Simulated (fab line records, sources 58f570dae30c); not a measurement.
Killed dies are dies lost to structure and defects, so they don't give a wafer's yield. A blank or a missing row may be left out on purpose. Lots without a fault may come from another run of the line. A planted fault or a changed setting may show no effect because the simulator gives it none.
One fault seen from 2 desks | flow berkeley_cmos170 | each desk has only its own numbers; what lay behind them comes last

THE METROLOGY DESK
What the gauges read, lot by lot, whatever tool the lot ran on: means of the sampled wafers that have a number. A lot is out of limits, marked OUT, if its mean lies more than 4 standard deviations from the usual mean; the brackets give that distance.
Columns: A = M2_AL_RS at UCB170_M2_RS_MEAS_02, usual 0.0322 ohm/sq; B = M2_AL_THK at UCB170_M2_THK_MEAS_03, usual 902 nm
lot  | first seen here | A                | B
L854 | day 7 06:51     | 0.0329           | 880
L853 | day 7 06:59     | 0.0320           | 907
L855 | day 7 19:46     | 0.0320           | 909
L857 | day 8 14:58     | 0.0382 (+15) OUT | 800 (-7.8) OUT
L859 | day 9 01:35     | 0.0386 (+16) OUT | 790 (-8.6) OUT
L861 | day 9 10:48     | 0.0316           | 915
L860 | day 9 15:48     | 0.0320           | 911
L867 | day 10 20:29    | 0.0317           | 918
L868 | day 11 00:22    | 0.0323           | 898
L872 | day 11 00:28    | 0.0322           | 907
L874 | day 11 17:41    | 0.0320           | 909
L875 | day 11 21:09    | 0.0322           | 899
L873 | day 11 21:32    | 0.0321           | 903
L876 | day 12 14:42    | 0.0319           | 908
This desk's finding: out of limits on L857, L859; first on L857, day 8 14:58 (M2_AL_RS at UCB170_M2_RS_MEAS_02). In limits: L854, L853, L855, L861, L860, L867, L868, L872, L874, L875, L873, L876.

THE TOOL OWNER'S DESK: pvd_sputter-04
The tool's own readings at UCB170_M2_SPUTTER_01 (material Al, target thk 900 nm, time 120 s): means of the sampled wafers that have a number, for each lot that ran on this tool. A lot is out of limits, marked OUT, if its mean lies more than 4 standard deviations from the usual mean; the brackets give that distance.
Columns: A = cathode_dc_power_W at UCB170_M2_SPUTTER_01, usual 5999.9 W; B = throttle_valve_pct at UCB170_M2_SPUTTER_01, usual 30.4 %
lot  | first seen here | A      | B
L853 | day 7 06:53     | 6000.3 | 29.8
L855 | day 7 19:39     | 5998.6 | 30.1
L857 | day 8 14:51     | 5999.5 | 29.4
L859 | day 9 01:31     | 5999.6 | 29.5
L873 | day 11 21:28    | 5999.5 | 29.9
This desk's finding: nothing out of limits on any of the 5 lots.

PUT TOGETHER
The metrology desk could have raised an alarm at day 8 14:58, on L857, L859.
The tool owner's desk saw nothing out of limits.
The tool owner's desk has L857, L859 on record, within its limits.
Of the lots named, all ran UCB170_M2_SPUTTER_01 on pvd_sputter-04.

WHAT THE SIMULATOR HAD PUT IN
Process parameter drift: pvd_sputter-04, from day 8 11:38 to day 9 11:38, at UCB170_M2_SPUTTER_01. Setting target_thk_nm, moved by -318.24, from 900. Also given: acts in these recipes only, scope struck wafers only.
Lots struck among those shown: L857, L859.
Hours from the fault's start to each desk's first reading out of limits: the metrology desk, 3.
